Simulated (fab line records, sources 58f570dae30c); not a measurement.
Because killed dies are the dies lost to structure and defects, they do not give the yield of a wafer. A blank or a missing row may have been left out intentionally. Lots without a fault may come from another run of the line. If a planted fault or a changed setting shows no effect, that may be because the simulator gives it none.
fab line records -- flow berkeleyCmos170
record lots=14, wafers=41, lastDay=12
route steps=331 shown V2@292 M3@325
lots with no fault: from the same line, run without faults
startH: the number of hours between the record's first day and the start of the first shown wafer of the lot -- waitH: hours elapsed since this lot's preceding step -- " as in the row above -- L1.1+2: several wafers, shown together as one row -- - value missing, or start not given -- * or withheld: withheld -- < > ~ a bound
route shown NAME@n: NAME is a module with steps in the file, n the number in the route of the first one -- usual: average and standard deviation across the fault-free wafers -- same: alike in all rows -- chamber/n: place in a boat -- sites: readings site by site -- _std_site: the standard deviation of these -- _edge_site: inner sites' mean taken away from outer sites' mean -- radiusMm: how far each site lies from the wafer's centre -- mask NAME#n: copy n -- behind: tool/chamber where the wafer was last shaped -- hold: the reason the lot was held/the length of the hold in hours/how it ended -- device: whichever transistor did not switch (one of n, p or np) -- end of line: tests of these same wafers at the route's end -- where a step has no rows: the recipe by itself -- killed: not the wafer's yield, but the dies lost to structure and defects at the first sort -- map: shows each die of a wafer: x if killed, . if not, _ if none is there
set.NAME: the setting the step ran with; set.NAME@STEP: the setting that earlier step ran with -- model.NAME: the simulator's own value behind a step, which no gauge read
steps of the route over a sample of lots; a table a step, a row a wafer
services: from which hour (startH, from the record's first day; less than 0 if before it) a tool's chamber was out of use, for how many hours, and why
## steps
# step UCB170_V2_CVD_00
# recipe material=SiO2, targetThkNm=2000, tempC=390, precursor=TEOS/O2, timeS=250, rfW=550, pressureMtorr=9000
# usual heaterPowerW=261/56
lot.wafer,tool,chamber,startH,waitH,heaterPowerW
L478.1,pecvd-03,2,191.79,0.1,213
L478.2,pecvd-03,1,191.79,0.1,301
L478.4,pecvd-03,2,191.79,0.1,166
L480.3,pecvd-03,2,193.99,0.1,201
L480.4,pecvd-03,0,193.99,0.1,302
L480.6,pecvd-03,1,193.99,0.1,336
L482.1,pecvd-01,2,201.16,0.1,256
L482.2,pecvd-01,1,201.16,0.1,335
L485.2,pecvd-03,1,213.87,0.1,296
L485.4,pecvd-03,2,213.87,0.1,245
L485.5,pecvd-03,0,213.87,0.1,208
L486.1,pecvd-03,0,221.92,0.1,279
L486.4,pecvd-03,1,221.92,0.1,245
L486.6,pecvd-03,2,221.92,0.1,237
L489.3,pecvd-03,1,238.76,0.1,340
L489.4,pecvd-03,1,238.76,0.1,246
L489.5,pecvd-03,0,238.76,0.1,211
L491.3,pecvd-04,1,241.73,0.1,265
L491.4,pecvd-04,0,241.73,0.1,237
L491.6,pecvd-04,1,241.73,0.1,180
L492.1,pecvd-01,1,243.67,0.1,363
L492.3,pecvd-01,0,243.67,0.1,331
L492.5,pecvd-01,1,243.67,0.1,266
L494.3,pecvd-01,1,261.50,0.1,317
L494.5,pecvd-01,2,261.50,0.1,210
L494.6,pecvd-01,0,261.50,0.1,335
L495.3,pecvd-03,1,261.74,0.1,298
L495.4,pecvd-03,0,261.74,0.1,300
L495.5,pecvd-03,2,261.74,0.1,170
L497.1,pecvd-01,1,279.94,0.1,353
L497.3,pecvd-01,2,279.94,0.1,240
L497.5,pecvd-01,0,279.94,0.1,234
L496.4,pecvd-03,0,286.02,0.1,213
L496.5,pecvd-03,1,286.02,0.1,336
L496.6,pecvd-03,2,286.02,0.1,238
L500.2,pecvd-04,0,286.54,0.1,243
L500.3,pecvd-04,2,286.54,0.1,339
L500.4,pecvd-04,2,286.54,0.1,256
L498.3,pecvd-04,1,288.23,0.1,267
L498.5,pecvd-04,2,288.23,0.1,365
L498.6,pecvd-04,0,288.23,0.1,163
# step UCB170_V2_CD_MEAS_12
# recipe targetCdNm=700
# usual cdNm=700.1/1.4
lot.wafer,tool,chamber,startH,waitH,cdNm
L478.1,cdSem-02,-,194.82,-,700.4
L478.2,cdSem-02,-,194.82,-,699.4
L478.4,cdSem-02,-,194.82,-,698.8
L480.3,cdSem-01,-,196.81,-,701.4
L480.4,cdSem-01,-,196.81,-,701.2
L480.6,cdSem-01,-,196.81,-,702.2
L482.1,cdSem-02,-,203.14,-,701.2
L482.2,cdSem-02,-,203.14,-,701.5
L485.2,cdSem-02,-,215.73,-,701.4
L485.4,cdSem-02,-,215.73,-,703.0
L485.5,cdSem-02,-,215.73,-,701.8
L486.1,cdSem-02,-,223.63,-,699.8
L486.4,cdSem-02,-,223.63,-,702.0
L486.6,cdSem-02,-,223.63,-,699.7
L489.3,cdSem-01,-,240.66,-,698.5
L489.4,cdSem-01,-,240.66,-,700.7
L489.5,cdSem-01,-,240.66,-,700.6
L491.3,cdSem-01,-,243.71,-,701.0
L491.4,cdSem-01,-,243.71,-,700.2
L491.6,cdSem-01,-,243.71,-,700.3
L492.1,cdSem-01,-,245.53,-,698.6
L492.3,cdSem-01,-,245.53,-,699.9
L492.5,cdSem-01,-,245.53,-,700.8
L494.3,cdSem-01,-,263.70,-,701.6
L494.5,cdSem-01,-,263.70,-,701.3
L494.6,cdSem-01,-,263.70,-,700.8
L495.3,cdSem-01,-,263.94,-,699.9
L495.4,cdSem-01,-,263.94,-,700.6
L495.5,cdSem-01,-,263.94,-,700.0
L497.1,cdSem-01,-,281.78,-,699.2
L497.3,cdSem-01,-,281.78,-,697.6
L497.5,cdSem-01,-,281.78,-,697.9
L496.4,cdSem-01,-,287.81,-,698.5
L496.5,cdSem-01,-,287.81,-,698.3
L496.6,cdSem-01,-,287.81,-,699.2
L500.2,cdSem-01,-,288.42,-,701.2
L500.3,cdSem-01,-,288.42,-,700.3
L500.4,cdSem-01,-,288.42,-,701.7
L498.3,cdSem-01,-,290.14,-,701.7
L498.5,cdSem-01,-,290.14,-,701.3
L498.6,cdSem-01,-,290.14,-,701.8
# step UCB170_V2_ETCH_14
# recipe chemistry=CHF3/CF4/Ar, target=SiO2, stopOn=Al, CHF3_flow_sccm=45, cf4FlowSccm=15, Ar_flow_sccm=150, pressureMtorr=200, rfW=700, targetDepthA=12500, overEtchFrac=0.25, timeS=291
# usual CHF3_flow_sccm=45.00/0.13, cf4FlowSccm=15.00/0.046, drypumpMotorCurrentA=5.7/0.47, oesProductAu=0.867/0.0099, throttleValvePct=6.92/0.066
lot.wafer,tool,chamber,startH,waitH,CHF3_flow_sccm,cf4FlowSccm,drypumpMotorCurrentA,oesProductAu,rfHoursCounterH,throttleValvePct
L478.1,rieDiel-02,2,194.98,0.0,45.03,15.09,5.8,0.877,14,6.94
L478.2,rieDiel-02,3,194.98,0.0,44.78,15.02,5.0,0.865,1,7.00
L478.4,rieDiel-02,1,194.98,0.0,45.20,14.98,5.7,0.857,91,6.88
L480.3,rieDiel-01,1,196.93,0.0,45.12,15.04,6.6,0.854,77,6.95
L480.4,rieDiel-01,0,196.93,0.0,44.92,14.99,5.7,0.877,96,6.99
L480.6,rieDiel-01,3,196.93,0.0,44.95,15.06,5.9,0.853,-,6.96
L482.1,rieDiel-02,0,203.30,0.0,-,-,-,-,-,-
L482.2,rieDiel-02,1,203.30,0.0,-,-,-,-,-,-
L485.2,rieDiel-02,0,215.87,0.0,-,-,-,-,-,-
L485.4,rieDiel-02,3,215.87,0.0,-,-,-,-,-,-
L485.5,rieDiel-02,3,215.87,0.0,-,-,-,-,-,-
L486.1,rieDiel-04,2,223.79,0.0,44.86,15.08,6.1,0.882,85,6.80
L486.4,rieDiel-04,0,223.79,0.0,44.88,15.09,5.8,0.860,2,6.86
L486.6,rieDiel-04,3,223.79,0.0,44.85,14.96,5.9,0.861,-,6.92
L489.3,rieDiel-04,0,240.77,0.0,44.79,14.93,5.8,0.864,3,6.85
L489.4,rieDiel-04,3,240.77,0.0,45.12,15.00,5.9,0.860,18,6.93
L489.5,rieDiel-04,3,240.77,0.0,45.14,15.02,5.9,0.854,-,6.92
L491.3,rieDiel-02,1,243.83,0.0,45.21,15.01,5.8,0.857,94,6.88
L491.4,rieDiel-02,0,243.83,0.0,44.99,14.97,5.6,0.881,14,6.78
L491.6,rieDiel-02,0,243.83,0.0,45.21,15.01,5.6,0.873,-,6.81
L492.1,rieDiel-01,2,245.68,0.0,45.09,14.98,5.0,0.871,83,6.95
L492.3,rieDiel-01,3,245.68,0.0,45.00,15.03,5.9,0.851,138,6.97
L492.5,rieDiel-01,0,245.68,0.0,45.09,15.04,5.7,0.871,-,6.97
L494.3,rieDiel-01,2,263.91,0.1,44.93,15.05,5.0,0.873,-,6.95
L494.5,rieDiel-01,2,263.91,0.1,44.97,14.99,5.0,0.865,-,6.95
L494.6,rieDiel-01,0,263.91,0.1,45.18,15.03,5.8,0.870,-,6.99
L495.3,rieDiel-02,0,264.06,0.0,45.00,15.00,5.6,0.870,15,6.79
L495.4,rieDiel-02,2,264.06,0.0,44.75,15.06,5.8,0.884,18,6.96
L495.5,rieDiel-02,2,264.06,0.0,44.78,15.03,5.8,0.877,-,6.95
L497.1,rieDiel-01,1,281.93,0.0,44.70,15.07,6.6,0.855,80,6.96
L497.3,rieDiel-01,2,281.93,0.0,44.99,15.01,5.0,0.873,85,6.95
L497.5,rieDiel-01,3,281.93,0.0,45.32,15.11,5.9,0.880,-,6.97
L496.4,rieDiel-04,1,287.91,0.0,45.08,15.10,6.3,0.872,18,6.93
L496.5,rieDiel-04,3,287.91,0.0,44.99,14.96,6.0,0.862,-,6.93
L496.6,rieDiel-04,0,287.91,0.0,44.91,15.00,5.8,0.872,-,6.86
L500.2,rieDiel-01,2,288.55,0.0,44.99,15.01,4.9,0.873,86,6.96
L500.3,rieDiel-01,0,288.55,0.0,44.95,15.00,5.7,0.877,100,6.99
L500.4,rieDiel-01,3,288.55,0.0,44.97,14.98,5.9,0.881,1,6.95
L498.3,rieDiel-02,3,290.26,0.0,45.06,14.89,4.9,0.862,6,7.01
L498.5,rieDiel-02,1,290.26,0.0,45.14,14.96,5.7,0.861,-,6.90
L498.6,rieDiel-02,2,290.26,0.0,44.90,15.02,5.9,0.878,-,6.95
# step UCB170_V2_STRIP_15
# recipe chemistry=O2, powerW=400, pressureMtorr=3500, platenTempC=withheld, o2FlowSccm=400, overashFraction=0.5
# usual drypumpMotorCurrentA=6.0/0.47, oesProductAu=0.722/0.0044, stripTimeToEndpointS=15.41/0.15
lot.wafer,tool,chamber,startH,waitH,drypumpMotorCurrentA,oesProductAu,rfHoursCounterH,stripTimeToEndpointS
L478.1,plasmaAsher-02,0,195.16,0.1,6.6,0.719,9,15.30
L478.2,plasmaAsher-02,1,195.16,0.1,6.1,0.723,9,15.39
L478.4,plasmaAsher-02,0,195.16,0.1,6.6,0.721,-,15.34
L480.3,plasmaAsher-01,1,197.14,0.1,5.1,0.720,-,15.45
L480.4,plasmaAsher-01,0,197.14,0.1,5.2,0.723,-,15.34
L480.6,plasmaAsher-01,0,197.14,0.1,5.2,0.729,-,15.58
L482.1,plasmaAsher-02,1,203.48,0.1,6.1,0.733,10,21.63
L482.2,plasmaAsher-02,0,203.48,0.1,6.6,0.728,10,21.65
L485.2,plasmaAsher-04,1,216.05,0.1,5.9,0.734,52,21.68
L485.4,plasmaAsher-04,1,216.05,0.1,5.9,0.730,-,21.51
L485.5,plasmaAsher-04,0,216.05,0.1,6.2,0.734,-,21.60
L486.1,plasmaAsher-04,0,223.97,0.1,6.3,0.721,52,15.40
L486.4,plasmaAsher-04,1,223.97,0.1,5.9,0.725,-,15.28
L486.6,plasmaAsher-04,1,223.97,0.1,5.9,0.726,-,15.43
L489.3,plasmaAsher-04,1,240.98,0.1,5.9,0.723,-,15.45
L489.4,plasmaAsher-04,0,240.98,0.1,6.2,0.723,-,15.42
L489.5,plasmaAsher-04,1,240.98,0.1,5.9,0.723,-,15.37
L491.3,plasmaAsher-01,1,244.04,0.1,5.1,0.722,-,15.34
L491.4,plasmaAsher-01,0,244.04,0.1,5.2,0.729,-,15.54
L491.6,plasmaAsher-01,0,244.04,0.1,5.2,0.723,-,15.68
L492.1,plasmaAsher-04,1,245.86,0.1,5.8,0.727,55,15.57
L492.3,plasmaAsher-04,0,245.86,0.1,6.3,0.724,-,15.67
L492.5,plasmaAsher-04,1,245.86,0.1,5.9,0.722,-,15.32
L494.3,plasmaAsher-04,1,264.12,0.1,5.9,0.718,-,15.50
L494.5,plasmaAsher-04,0,264.12,0.1,6.2,0.729,-,15.38
L494.6,plasmaAsher-04,1,264.12,0.1,5.9,0.719,-,15.28
L495.3,plasmaAsher-02,0,264.27,0.1,6.6,0.721,-,15.43
L495.4,plasmaAsher-02,1,264.27,0.1,6.1,0.729,-,15.28
L495.5,plasmaAsher-02,0,264.27,0.1,6.6,0.718,-,15.30
L497.1,plasmaAsher-01,0,282.11,0.1,5.2,0.723,59,15.47
L497.3,plasmaAsher-01,0,282.11,0.1,5.2,0.724,-,15.52
L497.5,plasmaAsher-01,0,282.11,0.1,5.2,0.727,-,15.68
L496.4,plasmaAsher-02,1,288.12,0.1,6.1,0.722,-,15.17
L496.5,plasmaAsher-02,1,288.12,0.1,6.1,0.722,-,15.43
L496.6,plasmaAsher-02,0,288.12,0.1,6.6,0.719,-,15.44
L500.2,plasmaAsher-01,0,288.73,0.1,5.2,0.731,60,15.54
L500.3,plasmaAsher-01,0,288.73,0.1,5.2,0.723,-,15.39
L500.4,plasmaAsher-01,1,288.73,0.1,5.1,0.725,-,15.68
L498.3,plasmaAsher-02,0,290.47,0.1,6.6,0.723,-,15.49
L498.5,plasmaAsher-02,1,290.47,0.1,6.1,0.726,-,15.29
L498.6,plasmaAsher-02,0,290.47,0.1,6.6,0.721,-,15.31
# step UCB170_V2_CD_MEAS_90
# recipe targetCdNm=700
# usual cdNm=699.9/1.6
lot.wafer,tool,chamber,startH,waitH,cdNm
L478.1,cdSem-02,-,195.26,0.1,699.6
L478.2,cdSem-02,-,195.26,0.1,696.0
L478.4,cdSem-02,-,195.26,0.1,698.2
L480.3,cdSem-02,-,197.25,0.1,700.8
L480.4,cdSem-02,-,197.25,0.1,701.1
L480.6,cdSem-02,-,197.25,0.1,701.6
L482.1,cdSem-02,-,203.58,0.1,-
L482.2,cdSem-02,-,203.58,0.1,-
L485.2,cdSem-02,-,216.17,0.1,-
L485.4,cdSem-02,-,216.17,0.1,-
L485.5,cdSem-02,-,216.17,0.1,-
L486.1,cdSem-01,-,224.07,0.1,699.8
L486.4,cdSem-01,-,224.07,0.1,700.7
L486.6,cdSem-01,-,224.07,0.1,700.9
L489.3,cdSem-01,-,241.21,0.2,697.3
L489.4,cdSem-01,-,241.21,0.2,701.4
L489.5,cdSem-01,-,241.21,0.2,701.4
L491.3,cdSem-01,-,244.15,0.1,700.2
L491.4,cdSem-01,-,244.15,0.1,699.1
L491.6,cdSem-01,-,244.15,0.1,699.6
L492.1,cdSem-01,-,245.96,0.1,699.2
L492.3,cdSem-01,-,245.96,0.1,699.3
L492.5,cdSem-01,-,245.96,0.1,701.7
L494.3,cdSem-01,-,264.23,0.1,701.9
L494.5,cdSem-01,-,264.23,0.1,701.7
L494.6,cdSem-01,-,264.23,0.1,702.0
L495.3,cdSem-01,-,264.47,0.2,699.0
L495.4,cdSem-01,-,264.47,0.2,700.3
L495.5,cdSem-01,-,264.47,0.2,700.9
L497.1,cdSem-01,-,282.21,0.1,698.0
L497.3,cdSem-01,-,282.21,0.1,697.8
L497.5,cdSem-01,-,282.21,0.1,697.3
L496.4,cdSem-01,-,288.29,0.1,699.5
L496.5,cdSem-01,-,288.29,0.1,699.3
L496.6,cdSem-01,-,288.29,0.1,698.2
L500.2,cdSem-01,-,288.85,0.1,700.6
L500.3,cdSem-01,-,288.85,0.1,700.6
L500.4,cdSem-01,-,288.85,0.1,701.1
L498.3,cdSem-01,-,290.58,0.1,700.1
L498.5,cdSem-01,-,290.58,0.1,701.8
L498.6,cdSem-01,-,290.58,0.1,701.5
# step UCB170_M3_OVL_MEAS_16
# usual M3_OVL=2/6.5
lot.wafer,tool,chamber,startH,waitH,M3_OVL[nm]
L478.1,overlay-01,-,198.93,0.1,9
L478.2,overlay-01,-,198.93,0.1,10
L478.4,overlay-01,-,198.93,0.1,16
L480.3,overlay-01,-,200.83,0.1,1
L480.4,overlay-01,-,200.83,0.1,11
L480.6,overlay-01,-,200.83,0.1,16
L486.1,overlay-02,-,226.74,0.1,0
L486.4,overlay-02,-,226.74,0.1,-2
L486.6,overlay-02,-,226.74,0.1,5
L489.3,overlay-02,-,243.46,0.1,-4
L489.4,overlay-02,-,243.46,0.1,-6
L489.5,overlay-02,-,243.46,0.1,-4
L491.3,overlay-01,-,246.38,0.1,3
L491.4,overlay-01,-,246.38,0.1,10
L491.6,overlay-01,-,246.38,0.1,8
L492.1,overlay-01,-,248.98,0.1,14
L492.3,overlay-01,-,248.98,0.1,7
L492.5,overlay-01,-,248.98,0.1,15
L494.3,overlay-02,-,267.19,0.1,3
L494.5,overlay-02,-,267.19,0.1,5
L494.6,overlay-02,-,267.19,0.1,11
L495.3,overlay-01,-,267.46,0.1,-7
L495.4,overlay-01,-,267.46,0.1,6
L495.5,overlay-01,-,267.46,0.1,-4
L497.1,overlay-02,-,284.61,0.1,-10
L497.3,overlay-02,-,284.61,0.1,-5
L497.5,overlay-02,-,284.61,0.1,-3
L496.4,overlay-02,-,290.52,0.1,-2
L496.5,overlay-02,-,290.52,0.1,0
L496.6,overlay-02,-,290.52,0.1,1
L500.2,overlay-02,-,291.68,0.1,8
L500.3,overlay-02,-,291.68,0.1,5
L500.4,overlay-02,-,291.68,0.1,9
L498.3,overlay-02,-,293.86,0.1,-2
L498.5,overlay-02,-,293.86,0.1,-1
L498.6,overlay-02,-,293.86,0.1,7
## services
tool,chamber,startH,hours,kind
rieDiel-02,3,169.04,-,clean
rieDiel-02,3,169.04,14.0,scheduledDown
rieDiel-02,3,169.04,14.0,ventCycle
rieDiel-02,1,173.09,6.0,repair
rieDiel-04,0,176.83,-,clean
rieDiel-01,0,191.19,1.4,repair
rieDiel-04,1,202.27,11.4,repair
pecvd-01,-,209.29,2.8,pm
rieDiel-01,-,219.33,10.5,repair
plasmaAsher-02,-,235.21,0.7,repair
pecvd-04,2,237.16,8.0,repair
pecvd-03,-,242.50,14.0,pm
pecvd-03,0,242.50,14.0,ventCycle
pecvd-03,1,242.50,14.0,ventCycle
pecvd-03,2,242.50,14.0,ventCycle
rieDiel-01,3,252.09,-,clean
rieDiel-01,3,252.09,21.2,scheduledDown
rieDiel-01,3,252.09,21.2,ventCycle
pecvd-03,0,256.50,-,clean
pecvd-03,1,256.50,-,clean
pecvd-03,2,256.50,-,clean
rieDiel-01,1,261.74,6.7,repair
plasmaAsher-01,-,274.61,1.0,repair
plasmaAsher-02,-,282.68,5.2,repair
## key
firstSign step=UCB170_V2_ETCH_14, reading=toolRecord, direction=missing
effect step=UCB170_V2_STRIP_15, reading=stripTimeToEndpointS, direction=up, sigmas=42, usual=*, struck=*
effect step=UCB170_V2_CD_MEAS_90, reading=cdNm, direction=missing
metAt UCB170_V2_ETCH_14
struckLots L482,L485
laterRowsLeftOut L482.1,L482.2,L485.2,L485.4,L485.5
sortLeftOut L482.1,L482.2,L485.2,L485.4,L485.5
notActingAt UCB170_V2_CVD_00,UCB170_V2_CD_MEAS_12,UCB170_M3_OVL_MEAS_16
onsetBetween 196.93 203.30
fault kind=skippedStepWhole, tool=rieDiel-01,rieDiel-02, chamber=-, onsetH=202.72, steps=UCB170_V2_ETCH_14, scope=struckLotsOnly
# sortLeftOut: the simulated sort isn't trusted on such a fault, so these wafers' sort isn't shown, and their yield isn't known
# laterRowsLeftOut: the simulator's readings of these wafers behind a module that went badly wrong aren't trusted and aren't shown, but for the sort
